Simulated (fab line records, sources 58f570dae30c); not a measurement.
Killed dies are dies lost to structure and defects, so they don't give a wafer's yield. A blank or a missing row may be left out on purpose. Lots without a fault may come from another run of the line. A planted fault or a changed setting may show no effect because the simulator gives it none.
fab line records | flow berkeley_cmos170
record lots=14 wafers=42 last_day=12
route steps=331 shown CONTACT@228
lots that met no fault: from a run of the same line without faults
start_h: hours from the record's first day to the start of the lot's first wafer shown | wait_h: hours since the lot's step before | " the same as in the row above | L1.1+2: a row that stands for several wafers | - no value, or no start given | * or withheld: withheld | < > ~ a bound
route shown NAME@n: a module of which the file shows steps, and the number in the route of the first | usual: mean/standard deviation of fault-free wafers | same: alike in all rows | chamber/n: place in a boat | sites: the reading at each site | _std_site: their standard deviation | _edge_site: outer sites' mean less inner sites' | radius_mm: how far each site lies from the wafer's centre | mask NAME#n: copy n | behind: the tool/chamber that last shaped the wafer | hold: why the lot was held/for how many hours/how that ended | device: the transistor (n, p or np) that didn't switch | end of line: the same wafers' tests at the end of the route | a step without rows: its recipe alone | killed: dies lost to structure and defects at the first sort, not the wafer's yield | map: a wafer's dies, x killed, . not, _ none there
set.NAME: the setting as run; set.NAME@STEP: as run at that earlier step | model.NAME: the simulator's own value behind a step, which no gauge read
steps of the route over a sample of lots; a table a step, a row a wafer
services: from which hour (start_h, from the record's first day; less than 0 if before it) a tool's chamber was out of use, for how many hours, and why
## steps
# step UCB170_CONTACT_EXPOSE_12
# recipe mask_id=CONT target_cd_nm=700 na=0.5 sigma_outer=0.6 source_shape=conventional dose_mj=34.25
# columns lot.wafer tool chamber start_h wait_h mask
L862.2+3+6 krf_scanner-01 0 122.67 - CONT#0
L863.1+2+4 krf_scanner-02 0 148.89 - CONT#0
L865.4+5+6 krf_scanner-01 0 156.14 - CONT#0
L864.1+5+6 krf_scanner-02 0 158.76 - CONT#0
L867.1+2+5 krf_scanner-01 0 159.00 - CONT#0
L866.3+4+5 krf_scanner-01 0 175.53 - CONT#0
L869.1+2+6 krf_scanner-01 0 185.50 - CONT#0
L873.2+4+6 krf_scanner-02 0 217.02 - CONT#0
L877.2+4+6 krf_scanner-02 0 217.68 - CONT#0
L879.2+5+6 krf_scanner-01 0 237.11 - CONT#0
L881.1+2+5 krf_scanner-01 0 243.88 - CONT#0
L882.4+5+6 krf_scanner-01 0 246.35 - CONT#0
L885.2+5+6 krf_scanner-01 0 257.82 - CONT#0
L884.1+2+6 krf_scanner-01 0 257.91 - CONT#0
# step UCB170_CONTACT_OVL_MEAS_16
# usual CONTACT_OVL=1/4.3
# columns lot.wafer tool chamber start_h wait_h CONTACT_OVL[nm]
L862.2 overlay-01 - 123.17 0.1 -2
L862.3 " - " " 0
L862.6 " - " " -4
L863.1 overlay-02 - 149.40 0.1 -1
L863.2 " - " " 2
L863.4 " - " " -3
L865.4 overlay-01 - 156.61 0.1 4
L865.5 " - " " -2
L865.6 " - " " 8
L864.1 overlay-02 - 159.27 0.1 1
L864.5 " - " " -5
L864.6 " - " " 3
L867.1 overlay-02 - 159.51 0.1 7
L867.2 " - " " 1
L867.5 " - " " 6
L866.3 overlay-02 - 176.13 0.1 -4
L866.4 " - " " -5
L866.5 " - " " -3
L869.1 overlay-01 - 186.02 0.1 4
L869.2 " - " " 1
L869.6 " - " " 2
L873.2 overlay-01 - 217.56 0.1 60
L873.4 " - " " 61
L873.6 " - " " 56
L877.2 overlay-01 - 218.67 0.1 54
L877.4 " - " " 52
L877.6 " - " " 59
L879.2 overlay-01 - 237.61 0.1 7
L879.5 " - " " 8
L879.6 " - " " 7
L881.1 overlay-01 - 244.39 0.1 -5
L881.2 " - " " -5
L881.5 " - " " -7
L882.4 overlay-01 - 246.82 0.1 5
L882.5 " - " " 9
L882.6 " - " " 2
L885.2 overlay-02 - 258.32 0.1 4
L885.5 " - " " 3
L885.6 " - " " 4
L884.1 overlay-01 - 258.43 0.1 7
L884.2 " - " " 12
L884.6 " - " " 12
## services
# columns tool chamber start_h hours kind
krf_scanner-01 - 125.14 0.8 pm
krf_scanner-02 - 131.95 1.1 repair
krf_scanner-02 - 150.69 0.5 repair
krf_scanner-02 - 155.00 1.0 pm
krf_scanner-02 - 179.17 1.3 pm
krf_scanner-01 0 186.80 - calibration
krf_scanner-01 - 219.13 1.0 pm
krf_scanner-02 - 221.88 4.4 pm
krf_scanner-02 0 225.27 - calibration
krf_scanner-02 - 231.69 7.2 repair
krf_scanner-01 - 249.56 1.3 pm
krf_scanner-02 - 256.12 3.1 repair
## key
first_sign step=UCB170_CONTACT_OVL_MEAS_16 reading=CONTACT_OVL direction=up sigmas=13 usual=1 struck=57
effect none on later readings
met_at UCB170_CONTACT_EXPOSE_12
struck_lots L873,L877
tester_left_out L873,L877
onset_between 158.76 217.02
fault kind=scanner_matching_overlay tool=krf_scanner-02 chamber=- onset_h=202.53 steps=UCB170_CONTACT_EXPOSE_12 offset=56.7
# tester_left_out: of these lots the tester's yield and bins aren't shown, on N5 and GAA mostly nor the transistor test; their killed dies are dies lost to structure and defects alone, not to doping, threshold or leakage, so they don't give the yield
